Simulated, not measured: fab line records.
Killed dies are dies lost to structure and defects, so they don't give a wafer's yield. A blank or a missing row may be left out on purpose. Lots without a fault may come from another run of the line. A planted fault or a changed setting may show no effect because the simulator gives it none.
Comparing a struck lot with a sound one :: flow ritCmos :: 15 steps out of a route of 202
Sound: the wafers L485.1, L485.4, L485.5. Wafers struck: L506.2, L506.4, L506.5. The cause comes at the end.
Per side, at each step with rows, come the tool, then ch with its chambers, and then its first start. Under that, the readings that differ: sound wafers :: struck wafers :: difference of the means :: sigmas: that difference in standard deviations of wafers without a fault.
alike: same words and numbers on both sides, and readings whose means sit less than 2 such deviations apart. not compared: any withheld reading, any reading some wafer has no value for, any bound like >300 that may hide the same value, and any number with overlapping values for which the record gives no deviation.
The two part at a step that has a row with sigmas, a row that says differs or no value, or rows on one side only. Numbers that don't overlap but have no deviation are shown without sigmas and don't part them. A reading missing from all wafers of one side parts the sides only when that side holds two or more wafers.

RIT_FOX2_THK_MEAS_01:
  sound on filmMetro-01, day 1 20:14; struck on filmMetro-01, day 6 03:26
  alike: FOX2_OXIDE_THK
then, 2 steps without rows for these wafers: RIT_FOX2_CLEAN_02 (cleans in dHF, time 180 s); RIT_FOX2_WET_ETCH_03 (etches Si3N4 in H3PO4, target depth 195 nm, time 2700 s).
RIT_FOX2_THK_MEAS_90:
  sound on filmMetro-01, day 1 21:11; struck on filmMetro-04, day 6 04:19
  alike: FIELD_OXIDE_LEFT_1_THK
then, 6 steps without rows for these wafers: RIT_NWELL_HMDS_00 (prime time 60 s); RIT_NWELL_COAT_01 (resist thk 1300 nm); RIT_NWELL_SOFTBAKE_02 (time 60 s); RIT_NWELL_EXPOSE_03 (exposes mask M2, target cd 43900 nm); RIT_NWELL_PEB_04; RIT_NWELL_DEVELOP_05 (develop time 68 s).
RIT_NWELL_OVL_MEAS_06:
  sound on overlay-01, day 1 22:14; struck on overlay-02, day 6 05:16
  alike: NWELL_OVL
then, 1 step without rows for these wafers: RIT_NWELL_HARDBAKE_07 (time 120 s).
RIT_NWELL_IMPLANT_08:
  sound on implanter-03 ch 0, day 1 22:32; struck on implanter-04 ch 0, day 6 05:34
reading: beamEnergyKeV
sound: 170.02 170.01 170.07
struck: 182.41 182.42 182.30
difference: +12.34
sigmas: +99 or more

reading: model.implant.rpNm (nm)
sound: 220.2 220.2 220.2
struck: 225.9 225.9 225.9
difference: +5.7
sigmas: 

reading: model.implant.drpNm (nm)
sound: 68.82 68.82 68.82
struck: 72.5 72.5 72.5
difference: +3.7
sigmas: 
  alike: beamOnS
RIT_NWELL_STRIP_09: strips in O2, time 180 s.
  sound on plasmaAsher-03 ch 1, day 1 22:41; struck on plasmaAsher-03 ch 0,1, day 6 05:41
  alike: drypumpMotorCurrentA
  not compared: rfHoursCounterH
RIT_M1_PROBE_99:
  sound on prober-01, day 3 16:27; struck on prober-02, day 7 17:02
reading: model.etest.fieldP.vtV (V)
sound: -13.14 -13.17 -13.19
struck: -13.68 -13.63 -13.6
difference: -0.47
sigmas: 
  alike: killed_at_M0_to_M3, killedAtFrontEnd, killedDies, killedOpen, killedShort
  not compared: model.etest.fieldPMetal.vtV, model.etest.isoNwellNwell.bvV, model.etest.pmosNarrow.vtLessV

## WHERE THEY PART
Within this record, at RIT_NWELL_IMPLANT_08 only. Later steps at which nothing parts them and some readings are alike: RIT_NWELL_STRIP_09, RIT_M1_PROBE_99.

WHY: whatever the simulator had introduced
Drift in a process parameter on implanter-04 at RIT_NWELL_IMPLANT_08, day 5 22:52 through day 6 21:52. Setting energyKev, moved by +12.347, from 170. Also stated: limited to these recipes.
